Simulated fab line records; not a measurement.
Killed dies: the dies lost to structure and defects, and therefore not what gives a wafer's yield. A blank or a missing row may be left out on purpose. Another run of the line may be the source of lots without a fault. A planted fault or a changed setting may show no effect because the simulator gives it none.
What tool caused it?    flow berkeleyCmos170    Sampling: 12 lots, 36 wafers, 2 of 331 route steps

WHAT THE GAUGES SHOWED, per wafer
UCB170_M1_CD_MEAS_09: target cd 700 nm. Usual: 700.4 nm for cdNm, sd 1.1.
lot   measured      on        cdNm (nm)          flag
L436  day 7 23:15   cdSem-01  699.8 699.2 699.3  
L438  day 8 12:17   cdSem-02  698.8 699.5 700.2  
L437  day 8 13:35   cdSem-02  701.8 701.6 700.7  
L440  day 8 13:46   cdSem-01  700.9 700.5 698.5  
L439  day 8 15:31   cdSem-01  699.1 702.1 700.0  
L442  day 9 04:41   cdSem-02  701.6 699.5 699.4  
L441  day 9 05:14   cdSem-02  702.2 701.2 699.5  
L451  day 11 09:35  cdSem-02  701.9 701.4 702.2  
L454  day 11 14:38  cdSem-02  699.6 699.6 700.8  
L455  day 11 21:52  cdSem-01  700.5 700.3 699.5  
L459  day 12 16:14  cdSem-01  700.3 699.5 702.2  
L458  day 12 16:59  cdSem-01  699.7 698.7 698.0  

TOOL THAT RAN EACH LOT (tool first, then ch and the chambers of the sampled wafers, then the start)
lot   UCB170_CONTACT_RTA_08
L436  rtpAnneal-01 ch 0, day 7 19:55
L438  rtpAnneal-01 ch 0, day 8 09:02
L437  rtpAnneal-02 ch 0, day 8 09:22
L440  rtpAnneal-01 ch 0, day 8 09:22
L439  rtpAnneal-01 ch 0, day 8 11:11
L442  rtpAnneal-02 ch 0, day 9 01:40
L441  rtpAnneal-01 ch 0, day 9 02:17
L451  rtpAnneal-01 ch 0, day 11 04:39
L454  rtpAnneal-01 ch 0, day 11 11:08
L455  rtpAnneal-02 ch 0, day 11 18:24
L459  rtpAnneal-02 ch 0, day 12 13:18
L458  rtpAnneal-01 ch 0, day 12 13:47
- UCB170_CONTACT_RTA_08: time 10 s.

AS READ BY THE TOOLS THEMSELVES (means over the sampled wafers that have a number; for cases with no such wafer, the mark the record gives instead)
UCB170_CONTACT_RTA_08. Usual: lampPowerPct 21.891 %, standard deviation 0.028; wafer_temp_C_max 904.7, standard deviation 1.8.
lot   tool          lampPowerPct (%)  wafer_temp_C_max  flag
L436  rtpAnneal-01  21.889            906.1             
L438  rtpAnneal-01  21.897            907.5             
L437  rtpAnneal-02  21.854            902.9             
L440  rtpAnneal-01  21.907            906.4             
L439  rtpAnneal-01  21.911            906.2             
L442  rtpAnneal-02  21.876            903.2             
L441  rtpAnneal-01  21.909            905.8             
L451  rtpAnneal-01  21.896            907.6             
L454  rtpAnneal-01  21.923            905.6             
L455  rtpAnneal-02  21.846            902.9             
L459  rtpAnneal-02  21.890            902.8             
L458  rtpAnneal-01  21.918            904.9             

THE ANSWER, worked out from the rows above alone
Rule: take the mean of a lot's wafers that have a number; if it is more than 3 standard deviations from the usual mean, the lot is off. Also off: a lot with no number at a reading for which 4 or more lots have one. Where the step has rows for the other lots, those lots are counted as sound. Order of review: gauges by route order, followed by the tools' own readings, for which a lot's mean as printed above is used. The first step at which some lot is off is used, and at that step the reading that is off furthest; a lot without a number counts as furthest.
Across all readings shown, no lot is off: no conclusion can be drawn from this.

WHAT THE SIMULATOR HAD PUT IN
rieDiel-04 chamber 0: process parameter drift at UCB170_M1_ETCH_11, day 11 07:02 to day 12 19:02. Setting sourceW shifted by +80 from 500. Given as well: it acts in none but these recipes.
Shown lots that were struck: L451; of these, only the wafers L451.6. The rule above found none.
